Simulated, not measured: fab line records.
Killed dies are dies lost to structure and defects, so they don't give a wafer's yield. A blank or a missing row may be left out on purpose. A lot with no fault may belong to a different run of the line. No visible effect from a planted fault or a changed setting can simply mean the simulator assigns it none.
A struck lot beside a sound one | flow rit-cmos | 32 steps out of a route of 202
Sound: wafers L625.2, L625.4, L625.6. The struck wafers were L634.3, L634.4, L634.5. Last of all comes the cause.
Order at every step that has rows: each side's tool, ch and its chambers, its first start. Under that, the readings that differ: sound wafers | struck wafers | difference of the means | sigmas: that difference in standard deviations of wafers without a fault.
alike: a reading whose means differ by less than 2 such deviations, as well as words and numbers matching on both sides. not compared: withheld readings; readings where some wafer has no value; bounds like >300 that might hide an equal value; numbers whose values overlap and for which the record gives no deviation.
Wherever a step has rows on one side only, a row that says differs or no value, or a row with sigmas, the two part there. Non-overlapping numbers with no deviation appear without sigmas and do not part them. A reading that every wafer of one side lacks parts them only if that side has two wafers or more.

RIT_NRETRO_TW_MEAS_10:
  sound: film-metro-04 at day 4 07:47; struck: film-metro-04 at day 6 05:22
  alike: NRETRO_TW
then, 6 steps without rows for these wafers: RIT_PRETRO_HMDS_00 (prime time 60 s); RIT_PRETRO_COAT_01 (resist thk 1300 nm); RIT_PRETRO_SOFTBAKE_02 (time 60 s); RIT_PRETRO_EXPOSE_03 (exposes mask M5, target cd 43700 nm); RIT_PRETRO_PEB_04; RIT_PRETRO_DEVELOP_05 (develop time 68 s).
RIT_PRETRO_OVL_MEAS_06:
  sound: overlay-02 at day 4 09:04; struck: overlay-02 at day 6 06:27
  alike: PRETRO_OVL
then, 2 steps without rows for these wafers: RIT_PRETRO_HARDBAKE_07 (time 120 s); RIT_PRETRO_IMPLANT_08.
RIT_PRETRO_STRIP_09: strips in O2, time 180 s.
  sound on plasma-asher-01 ch 0,1, day 4 09:29; struck on plasma-asher-01 ch 0,1, day 6 06:59
  alike: drypump-motor-current-A
  not compared: rf-hours-counter-h
RIT_PRETRO_TW_MEAS_10:
  sound: film-metro-02 at day 4 09:41; struck: film-metro-04 at day 6 07:08
  alike: PRETRO_TW
RIT_GATE_WET_ETCH_00: etches SiO2 in BOE, target depth 56 nm, time 60 s.
  sound on wet-bench-03 ch 3, day 4 09:44; struck on wet-bench-03 ch 2, day 6 07:10
  no value came back on the struck wafers for bath-heat-duty-pct (%), run-length-s (s), time-s (s); on the sound wafers bath-heat-duty-pct (%) reads 1.9 1.7 1.7
  reading                                       | sound           | struck            | difference | sigmas
  model.SiO2_of_FOX2_OXIDATION_00.thk-nm (nm)   | 262 263.1 258.6 | 320 319.6 321.3   | +59        |
  model.SiO2_of_ACTIVE_OXIDATION_01.thk-nm (nm) | 0 0 0           | 41.69 41.31 41.82 | +41.61     |
then, 4 steps without rows for these wafers: RIT_GATE_CLEAN_01 (cleans in SC1, time 600 s); RIT_GATE_CLEAN_02 (cleans in dHF, time 30 s); RIT_GATE_CLEAN_03 (cleans in SC2, time 600 s); RIT_GATE_CLEAN_04 (cleans in dHF, time 60 s).
RIT_FOX2_THK_MEAS_91:
  sound: film-metro-01 at day 4 10:09; struck: film-metro-04 at day 6 07:37
  reading                     | sound       | struck      | difference | sigmas
  FIELD_OXIDE_LEFT_2_THK (nm) | 250 251 247 | 308 307 309 | +59        | +8
then, 9 steps without rows for these wafers: RIT_GATE_OXIDATION_05 (target thk 3 nm, ox time 270 s); RIT_GATE_ANNEAL_06 (time 600 s); RIT_GATE_CVD_08 (deposits poly-Si from SiH4, target thk 250 nm, time 2220 s); RIT_GATE_HMDS_10 (prime time 60 s); RIT_GATE_COAT_11 (resist thk 850 nm); RIT_GATE_SOFTBAKE_12 (time 60 s); RIT_GATE_EXPOSE_13 (exposes mask M6, target cd 150 nm); RIT_GATE_PEB_14; RIT_GATE_DEVELOP_15 (develop time 50 s).
RIT_GATE_CD_MEAS_16: the cd target is 150 nm.
  sound: cd-sem-01 at day 4 14:16; struck: cd-sem-01 at day 6 11:36
  alike: cd-nm
RIT_GATE_OVL_MEAS_17:
  sound: overlay-02 at day 4 14:22; struck: overlay-02 at day 6 11:42
  alike: GATE_OVL
then, 1 step without rows for these wafers: RIT_GATE_HARDBAKE_18 (time 60 s).
RIT_GATE_ETCH_19: etches poly-Si in SF6/CHF3/O2, stops on SiO2, time 165 s, target depth 312.5 nm.
  sound on rie-si-01 ch 0,1,2, day 4 14:43; struck on rie-si-02 ch 0,3, day 6 11:52
  reading                                     | sound             | struck            | difference | sigmas
  model.SiO2_of_FOX2_OXIDATION_00.thk-nm (nm) | 239.1 239.8 235.5 | 297.1 296.7 298.3 | +59.2      |
  alike: CHF3_flow_sccm, O2_flow_sccm, SF6_flow_sccm, drypump-motor-current-A, oes-product-au, throttle-valve-pct
  not compared: rf-hours-counter-h
RIT_GATE_STRIP_20: strips in O2, time 180 s.
  sound on plasma-asher-02 ch 0,1, day 4 14:49; struck on plasma-asher-01 ch 0,1, day 6 12:02
  alike: drypump-motor-current-A
  not compared: rf-hours-counter-h

## WHERE THEY PART
First at RIT_GATE_WET_ETCH_00; last, within this record, at RIT_FOX2_THK_MEAS_91. Later steps at which nothing parts them and some readings are alike: RIT_GATE_CD_MEAS_16, RIT_GATE_OVL_MEAS_17, RIT_GATE_ETCH_19, RIT_GATE_STRIP_20.

WHY: what had been put in by the simulator
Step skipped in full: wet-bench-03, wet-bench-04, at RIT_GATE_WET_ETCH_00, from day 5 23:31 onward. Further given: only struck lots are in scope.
